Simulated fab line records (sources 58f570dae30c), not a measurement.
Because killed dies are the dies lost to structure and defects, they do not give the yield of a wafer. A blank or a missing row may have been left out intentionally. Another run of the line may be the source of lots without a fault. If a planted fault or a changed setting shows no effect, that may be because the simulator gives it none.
Matching of chambers ; flow berkeley_cmos170 ; 4 sister chambers for UCB170_M2_ETCH_17 on rie_diel-04
The step etches BARC in N2/H2. 4 wafers are shown with their chamber, then 8 later ones without.

== EACH WAFER AND ITS CHAMBER ==
wafer;chamber;drypump_motor_current_A (A)
L086.2;0;5.7
L082.1;2;5.4
L082.4;1;6.4
L087.2;3;5.7

== WAFERS WITHOUT THEIR CHAMBER ==
wafer;drypump_motor_current_A (A)
L087.4;5.4
L087.5;5.8
L088.1;5.7
L088.4;5.4
L088.5;5.4
L091.1;6.4
L091.3;5.4
L091.6;5.7

== EACH ONE'S CHAMBER ==
wafer;from the rows above;in truth
L087.4;2;2
L087.5;can't be placed: 0 or 3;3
L088.1;can't be placed: 0 or 3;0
L088.4;2;2
L088.5;2;2
L091.1;1;1
L091.3;2;2
L091.6;can't be placed: 0 or 3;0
Placed correctly: 5 of 8. Not placeable from these rows: 3 (in 3, the candidates include the true chamber). Number placed wrongly: 0.
How it was worked out, from the rows above alone: a wafer's distance from a chamber is the root of the sum, over the readings, of the square of ((its reading less the chamber's mean) divided by the reading's scatter). The wafer belongs to the nearest chamber; if the next one is less than 2 further off, it can't be placed. A chamber's mean is the mean of its shown wafers. The scatter (one wafer shown for each chamber): square how far every hidden wafer sits from the nearest shown wafer, average those squares and take the square root.
